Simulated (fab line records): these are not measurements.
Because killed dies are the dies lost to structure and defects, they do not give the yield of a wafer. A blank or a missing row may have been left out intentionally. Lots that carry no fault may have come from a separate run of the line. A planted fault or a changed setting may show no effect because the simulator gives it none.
fab line records -- flow rit_cmos
record: lots: 6, wafers: 18, last_day: 6
route steps=202 shown NRETRO@60 PRETRO@64 GATE@75 M1@202
lots that met no fault: from a run of the same line without faults
start_h: hours from the record's opening day to when the first of the lot's shown wafers began -- wait_h: hours from the lot's prior step to this one -- " unchanged from the row above -- L1.1+2: several wafers, shown together as one row -- - no value, or no start given -- * or withheld: withheld -- < > ~ a bound
route shown NAME@n: names a module that has steps shown in the file, with the first one's number in the route -- usual: mean/standard deviation of fault-free wafers -- same: alike in all rows -- chamber/n: place in a boat -- sites: readings site by site -- _std_site: the standard deviation of these -- _edge_site: mean of outer sites minus mean of inner sites -- radius_mm: how far each site lies from the wafer's centre -- mask NAME#n: copy n -- behind: the tool/chamber that last shaped the wafer -- hold: why the lot was held/for how many hours/how that ended -- device: whichever transistor did not switch (one of n, p or np) -- end of line: the route-end tests of the same wafers -- where a step has no rows: the recipe by itself -- killed: dies lost to structure and defects at the first sort, not the wafer's yield -- map: the dies of a wafer, with x for killed, . for not killed, _ for no die there
set.NAME: setting as actually run; set.NAME@STEP: the setting as run at that earlier step -- model.NAME: the simulator's own value behind a step, which no gauge read
a table for each step, a row for each wafer; lots at some steps of the route
services: from which hour (start_h, from the record's first day; less than 0 if before it) a tool's chamber was out of use, for how many hours, and why
== steps ==
step: RIT_NRETRO_HARDBAKE_07
recipe: resist: NOVOLAK, temp_c: 140, time_s: 120
step: RIT_NRETRO_IMPLANT_08
recipe: species: P, energy_kev: 70, dose_cm2: 1e+13, tilt_deg: 7
step: RIT_NRETRO_STRIP_09
recipe: chemistry: O2, time_s: 180, resist: NOVOLAK, platen_temp_c: withheld, power_w: 500, pressure_mtorr: 4000, o2_flow_sccm: 4000
usual: drypump_motor_current_A: 5.6/0.33
lot.wafer,tool,chamber,start_h,wait_h,drypump_motor_current_A,rf_hours_counter_h
L431.2,plasma_asher-02,1,66.56,0.1,5.4,41
L431.3,plasma_asher-02,0,66.56,0.1,6.4,-
L431.4,plasma_asher-02,1,66.56,0.1,5.4,-
L434.1,plasma_asher-01,0,86.06,0.1,5.4,44
L434.5,plasma_asher-01,1,86.06,0.1,5.4,-
L434.6,plasma_asher-01,0,86.06,0.1,5.4,-
L438.2,plasma_asher-03,0,102.93,0.1,5.5,47
L438.3,plasma_asher-03,0,102.93,0.1,5.5,-
L438.4,plasma_asher-03,1,102.93,0.1,5.3,-
L439.2,plasma_asher-03,1,105.86,0.1,5.3,47
L439.3,plasma_asher-03,1,105.86,0.1,5.3,-
L439.6,plasma_asher-03,1,105.86,0.1,5.3,-
L440.1,plasma_asher-02,0,111.02,0.1,6.5,46
L440.5,plasma_asher-02,0,111.02,0.1,6.4,-
L440.6,plasma_asher-02,1,111.02,0.1,5.4,-
L441.1,plasma_asher-03,1,117.49,0.1,5.3,49
L441.2,plasma_asher-03,0,117.49,0.1,5.5,49
L441.4,plasma_asher-03,0,117.49,0.1,5.6,-
step: RIT_NRETRO_TW_MEAS_10
usual: NRETRO_TW: 1058/13
lot.wafer,tool,chamber,start_h,wait_h,NRETRO_TW
L431.2,film_metro-03,-,66.75,0.1,1060
L431.3,film_metro-03,-,66.75,0.1,1058
L431.4,film_metro-03,-,66.75,0.1,1059
L434.1,film_metro-03,-,86.24,0.1,1061
L434.5,film_metro-03,-,86.24,0.1,1058
L434.6,film_metro-03,-,86.24,0.1,1067
L438.2,film_metro-03,-,103.11,0.1,1061
L438.3,film_metro-03,-,103.11,0.1,1065
L438.4,film_metro-03,-,103.11,0.1,1061
L439.2,film_metro-04,-,106.05,0.1,1033
L439.3,film_metro-04,-,106.05,0.1,1027
L439.6,film_metro-04,-,106.05,0.1,1023
L440.1,film_metro-03,-,111.20,0.1,1068
L440.5,film_metro-03,-,111.20,0.1,1065
L440.6,film_metro-03,-,111.20,0.1,1072
L441.1,film_metro-04,-,117.67,0.1,1036
L441.2,film_metro-04,-,117.67,0.1,1029
L441.4,film_metro-04,-,117.67,0.1,1030
step: RIT_PRETRO_HMDS_00
recipe: prime_time_s: 60, prime_temp_c: 140
step: RIT_PRETRO_COAT_01
recipe: resist: NOVOLAK, spin_rpm: 2000, resist_thk_nm: 1300
step: RIT_PRETRO_SOFTBAKE_02
recipe: resist: NOVOLAK, temp_c: 90, time_s: 60
step: RIT_PRETRO_EXPOSE_03
recipe: mask_id: M5, na: 0.57, target_cd_nm: 43700, dose_mj: 250
step: RIT_PRETRO_PEB_04
recipe: resist: NOVOLAK, temp_c: withheld, time_s: withheld
step: RIT_PRETRO_DEVELOP_05
recipe: resist: NOVOLAK, develop_time_s: 68, dev_temp_c: 23
step: RIT_PRETRO_OVL_MEAS_06
usual: PRETRO_OVL: 0.3/1.2
lot.wafer,tool,chamber,start_h,wait_h,PRETRO_OVL[nm]
L431.2,overlay-01,-,67.81,-,1.4
L431.3,overlay-01,-,67.81,-,0.8
L431.4,overlay-01,-,67.81,-,0.8
L434.1,overlay-01,-,87.30,-,-0.7
L434.5,overlay-01,-,87.30,-,0.1
L434.6,overlay-01,-,87.30,-,-1.5
L438.2,overlay-01,-,104.18,-,0.3
L438.3,overlay-01,-,104.18,-,1.6
L438.4,overlay-01,-,104.18,-,2.0
L439.2,overlay-01,-,107.11,-,-0.7
L439.3,overlay-01,-,107.11,-,-1.6
L439.6,overlay-01,-,107.11,-,-1.0
L440.1,overlay-02,-,112.26,-,1.8
L440.5,overlay-02,-,112.26,-,0.0
L440.6,overlay-02,-,112.26,-,0.6
L441.1,overlay-02,-,118.74,-,1.9
L441.2,overlay-02,-,118.74,-,0.5
L441.4,overlay-02,-,118.74,-,-0.5
step: RIT_PRETRO_HARDBAKE_07
recipe: resist: NOVOLAK, temp_c: 140, time_s: 120
step: RIT_PRETRO_IMPLANT_08
recipe: species: B, energy_kev: 45.46, dose_cm2: 1.2e+13, tilt_deg: 7
usual: dose_ions_cm2: 1.1998e+13/1.4e+10, faraday_current_uA: 38.1/0.81
same: implant_ion_amu: 11
lot.wafer,tool,chamber,start_h,wait_h,dose_ions_cm2,faraday_current_uA
L431.2,implanter-04,0,68.12,0.2,1.1997e+13,37.3
L431.3,implanter-04,0,68.12,0.2,1.199e+13,38.4
L431.4,implanter-04,0,68.12,0.2,1.1991e+13,37.6
L434.1,implanter-03,0,87.59,0.2,1.2015e+13,37.3
L434.5,implanter-03,0,87.59,0.2,1.1985e+13,38.0
L434.6,implanter-03,0,87.59,0.2,1.2e+13,39.7
L438.2,implanter-01,0,104.48,0.2,1.2003e+13,38.5
L438.3,implanter-01,0,104.48,0.2,1.199e+13,36.6
L438.4,implanter-01,0,104.48,0.2,1.2012e+13,37.1
L439.2,implanter-03,0,107.41,0.2,6.365e+12,20.5
L439.3,implanter-03,0,107.41,0.2,6.34e+12,20.4
L439.6,implanter-03,0,107.41,0.2,6.352e+12,20.1
L440.1,implanter-03,0,112.55,0.2,6.3e+12,20.0
L440.5,implanter-03,0,112.55,0.2,6.334e+12,20.5
L440.6,implanter-03,0,112.55,0.2,6.332e+12,19.8
L441.1,implanter-04,0,119.14,0.2,1.2014e+13,39.2
L441.2,implanter-04,0,119.14,0.2,1.1996e+13,37.4
L441.4,implanter-04,0,119.14,0.2,1.1996e+13,37.1
step: RIT_PRETRO_STRIP_09
recipe: chemistry: O2, time_s: 180, resist: NOVOLAK, platen_temp_c: withheld, power_w: 500, pressure_mtorr: 4000, o2_flow_sccm: 4000
usual: drypump_motor_current_A: 5.6/0.4
lot.wafer,tool,chamber,start_h,wait_h,drypump_motor_current_A,rf_hours_counter_h
L431.2,plasma_asher-03,1,68.24,0.1,5.3,43
L431.3,plasma_asher-03,1,68.24,0.1,5.3,-
L431.4,plasma_asher-03,0,68.24,0.1,5.5,-
L434.1,plasma_asher-04,1,87.74,0.1,5.8,30
L434.5,plasma_asher-04,0,87.74,0.1,5.2,-
L434.6,plasma_asher-04,1,87.74,0.1,5.7,-
L438.2,plasma_asher-02,0,104.61,0.1,6.4,45
L438.3,plasma_asher-02,1,104.61,0.1,5.5,-
L438.4,plasma_asher-02,0,104.61,0.1,6.4,-
L439.2,plasma_asher-02,1,107.54,0.1,5.5,45
L439.3,plasma_asher-02,0,107.54,0.1,6.4,-
L439.6,plasma_asher-02,1,107.54,0.1,5.4,-
L440.1,plasma_asher-04,0,112.70,0.1,5.2,32
L440.5,plasma_asher-04,0,112.70,0.1,5.3,-
L440.6,plasma_asher-04,1,112.70,0.1,5.7,-
L441.1,plasma_asher-03,1,119.29,0.1,5.3,49
L441.2,plasma_asher-03,0,119.29,0.1,5.5,49
L441.4,plasma_asher-03,1,119.29,0.1,5.3,-
step: RIT_PRETRO_TW_MEAS_10
usual: PRETRO_TW: 479/6.2
lot.wafer,tool,chamber,start_h,wait_h,PRETRO_TW
L431.2,film_metro-02,-,68.43,0.1,482
L431.3,film_metro-02,-,68.43,0.1,481
L431.4,film_metro-02,-,68.43,0.1,484
L434.1,film_metro-02,-,87.92,0.1,482
L434.5,film_metro-02,-,87.92,0.1,479
L434.6,film_metro-02,-,87.92,0.1,480
L438.2,film_metro-01,-,104.79,0.1,484
L438.3,film_metro-01,-,104.79,0.1,483
L438.4,film_metro-01,-,104.79,0.1,482
L439.2,film_metro-01,-,107.72,0.1,397
L439.3,film_metro-01,-,107.72,0.1,399
L439.6,film_metro-01,-,107.72,0.1,395
L440.1,film_metro-02,-,112.87,0.1,396
L440.5,film_metro-02,-,112.87,0.1,397
L440.6,film_metro-02,-,112.87,0.1,395
L441.1,film_metro-01,-,119.47,0.1,482
L441.2,film_metro-01,-,119.47,0.1,482
L441.4,film_metro-01,-,119.47,0.1,482
step: RIT_GATE_WET_ETCH_00
recipe: chemistry: BOE, target: SiO2, target_depth_nm: 56, time_s: 60, dry: n2_spin, dilution: 10:1, temp_c: 21.5
step: RIT_M1_PROBE_99
usual: killed_at_front_end: 6.6/2.7, killed_dies: 6.7/2.7, killed_open: 3.5/1.9, killed_short: 3.1/1.8
same: gross_dies: 264, killed_at_M0_to_M3: 0, killed_at_M4_up: 0, killed_at_back_side: 0, killed_at_contacts: 0, killed_at_other: 0
lot.wafer,tool,chamber,start_h,wait_h,killed_at_front_end,killed_dies,killed_open,killed_short,model.etest.nmos_0p3.r_on_ohm_um,model.etest.nmos_0p15.r_on_ohm_um,model.etest.nmos_turned.drive_ua_um,model.etest.nmos_0p15.drive_ua_um,model.etest.nmos_0p3.drive_ua_um,model.etest.nmos_narrow.drive_ua_um,model.etest.nmos_0p15.off_log10_a_um,model.etest.retro_edge_nmos.off_log10_a_um
L431.2,prober-02,-,97.34,0.1,14,14,10,4,2236,1189,300.8,454.3,222.1,211.6,-10.08,-10.03
L431.3,prober-02,-,97.39,0.2,11,11,8,3,2233,1167,305.8,457.2,217.2,208.5,-10.1,-10.1
L431.4,prober-02,-,97.44,0.2,11,11,4,7,2189,1121,319.9,463.6,222.1,211.5,-9.873,-9.826
L434.1,prober-01,-,114.95,0.1,14,14,7,7,2093,1084,320,482.1,230.7,222.8,-9.916,-9.983
L434.5,prober-01,-,115.15,0.2,8,8,0,8,2124,1108,311.8,473.2,231.3,224.1,-10.08,-9.901
L434.6,prober-01,-,115.20,0.2,5,5,5,0,2138,1148,311.1,471.8,234.9,227.2,-10.1,-9.941
L438.2,prober-02,-,135.79,0.1,4,4,2,2,2197,1116,320.3,473.3,218.5,211.4,-10.23,-9.938
L438.3,prober-02,-,135.84,0.2,3,3,2,1,2142,1087,337.9,490.4,223.6,220,-9.937,-9.817
L438.4,prober-02,-,135.89,0.2,6,6,6,0,2145,1097,334.8,481.4,221.9,222.8,-9.998,-9.93
L439.2,prober-01,-,135.79,0.1,9,9,4,5,1986,1059,364.2,514,259.8,251.7,-8.729,-8.698
L439.3,prober-01,-,135.84,0.2,6,6,3,3,1985,1068,378.9,519.2,265.1,255.9,-8.756,-8.507
L439.6,prober-01,-,135.99,0.2,11,11,7,4,1987,1074,373,519,264.6,258.6,-8.711,-8.514
L440.1,prober-01,-,138.68,0.1,1,1,0,1,1976,1063,403.7,556.9,271.1,268.6,-7.868,-7.65
L440.5,prober-01,-,138.88,0.2,7,7,4,3,1949,1049,411.8,554.8,273.3,266.8,-7.956,-7.761
L440.6,prober-01,-,138.93,0.2,7,7,4,3,1946,1030,405.6,552.1,271.9,263.8,-8.125,-8.13
L441.1,prober-02,-,147.87,0.1,8,8,2,6,2180,1108,317.9,471.6,220,208.4,-9.994,-9.964
L441.2,prober-02,-,147.92,0.1,7,7,5,2,2168,1142,315.9,478.3,226.4,217.4,-9.941,-9.929
L441.4,prober-02,-,148.02,0.2,12,12,6,6,2183,1142,312.1,465,223.3,214.2,-10.15,-10.08
killed by level:class
L431.2 REOX:geometric_particle:open=4 GATE:geometric_particle:open=3 GATE:geometric_particle:short=2 SPACER:geometric_particle:open=2 FOX2:geometric_particle:open=1 FOX2:geometric_particle:short=1 SPACER:geometric_particle:short=1
L431.3 FOX1:geometric_particle:open=3 GATE:geometric_particle:open=3 FOX1:geometric_particle:short=1 FOX2:geometric_particle:open=1 REOX:geometric_particle:short=1 SPACER:geometric_particle:open=1 SILICIDE:geometric_particle:short=1
L431.4 FOX1:geometric_particle:open=2 GATE:geometric_particle:open=2 GATE:geometric_particle:short=2 REOX:geometric_particle:short=2 FOX1:geometric_particle:short=1 FOX2:geometric_particle:short=1 SILICIDE:geometric_particle:short=1
L434.1 GATE:geometric_particle:short=5 GATE:geometric_particle:open=4 FOX2:geometric_particle:short=1 REOX:geometric_particle:open=1 SPACER:geometric_particle:short=1 SPACER:geometric_particle:open=1 SILICIDE:geometric_particle:open=1
L434.5 SILICIDE:geometric_particle:short=4 GATE:geometric_particle:short=2 FOX2:geometric_particle:short=1 SPACER:geometric_particle:short=1
L434.6 GATE:geometric_particle:open=2 REOX:geometric_particle:open=1 SPACER:geometric_particle:open=1 SILICIDE:geometric_particle:open=1
L438.2 GATE:geometric_particle:open=1 GATE:geometric_particle:short=1 REOX:geometric_particle:open=1 SPACER:geometric_particle:short=1
L439.2 SPACER:geometric_particle:open=2 SPACER:geometric_particle:short=2 FOX1:geometric_particle:open=1 FOX2:geometric_particle:open=1 GATE:geometric_particle:short=1 REOX:geometric_particle:short=1 SILICIDE:geometric_particle:short=1
L438.3 FOX2:geometric_particle:short=1 SPACER:geometric_particle:open=1 SILICIDE:geometric_particle:open=1
L439.3 FOX1:geometric_particle:short=2 FOX1:geometric_particle:open=1 FOX2:geometric_particle:open=1 GATE:geometric_particle:open=1 SPACER:geometric_particle:short=1
L438.4 GATE:geometric_particle:open=2 SILICIDE:geometric_particle:open=2 FOX2:geometric_particle:open=1 SPACER:geometric_particle:open=1
L439.6 FOX1:geometric_particle:short=2 REOX:geometric_particle:open=2 SILICIDE:geometric_particle:open=2 FOX1:geometric_particle:open=1 FOX2:geometric_particle:open=1 SPACER:geometric_particle:open=1 SPACER:geometric_particle:short=1 SILICIDE:geometric_particle:short=1
L440.1 SILICIDE:geometric_particle:short=1
L440.5 GATE:geometric_particle:short=2 FOX1:geometric_particle:open=1 FOX2:geometric_particle:open=1 GATE:geometric_particle:open=1 REOX:geometric_particle:open=1 SPACER:geometric_particle:short=1
L440.6 GATE:geometric_particle:short=3 GATE:geometric_particle:open=2 FOX1:geometric_particle:open=1 SPACER:geometric_particle:open=1
L441.1 GATE:geometric_particle:short=4 GATE:geometric_particle:open=2 REOX:geometric_particle:short=1 SILICIDE:geometric_particle:short=1
L441.2 GATE:geometric_particle:open=3 SPACER:geometric_particle:short=2 FOX2:geometric_particle:open=1 SILICIDE:geometric_particle:open=1
L441.4 FOX1:geometric_particle:short=3 FOX2:geometric_particle:open=3 GATE:geometric_particle:short=2 REOX:geometric_particle:open=2 FOX1:geometric_particle:open=1 FOX2:geometric_particle:short=1
== services ==
tool,chamber,start_h,hours,kind
implanter-01,-,50.78,1.3,repair
implanter-04,-,63.46,3.3,repair
implanter-03,-,67.72,1.5,repair
implanter-03,-,88.98,2.4,repair
plasma_asher-01,-,105.73,1.2,repair
plasma_asher-01,-,108.75,9.0,pm
plasma_asher-01,0,108.75,9.0,vent_cycle
plasma_asher-01,1,108.75,9.0,vent_cycle
plasma_asher-01,0,117.75,-,clean
plasma_asher-01,1,117.75,-,clean
== key ==
first_sign: step: RIT_PRETRO_IMPLANT_08, reading: dose_ions_cm2, direction: down, sigmas: 99+, usual: 1.1998e+13, struck: 6.337e+12
effect: step: RIT_PRETRO_IMPLANT_08, reading: faraday_current_uA, direction: down, sigmas: 22, usual: 38.1, struck: 20.2
effect: step: RIT_PRETRO_TW_MEAS_10, reading: PRETRO_TW, direction: down, sigmas: 13, usual: 479, struck: 396
model_effect: step: RIT_M1_PROBE_99, value: etest.nmos_0p3.r_on_ohm_um, without: 2167, struck: 1972
met_at RIT_PRETRO_IMPLANT_08
struck_wafers L439.2,L439.3,L439.6,L440.1,L440.5,L440.6
tester_left_out L439,L440
onset_between 87.59 107.41
fault: kind: process_parameter_drift, tool: implanter-03, chamber: -, onset_h: 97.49, steps: RIT_PRETRO_IMPLANT_08, channel: dose_cm2, offset: -5.6581e+12, shape: step, end_h: 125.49, acts_in: these_recipes_only, stated: 1.2e+13
tester_left_out: of these lots the tester's yield and bins aren't shown, on N5 and GAA mostly nor the transistor test; their killed dies are dies lost to structure and defects alone, not to doping, threshold or leakage, so they don't give the yield
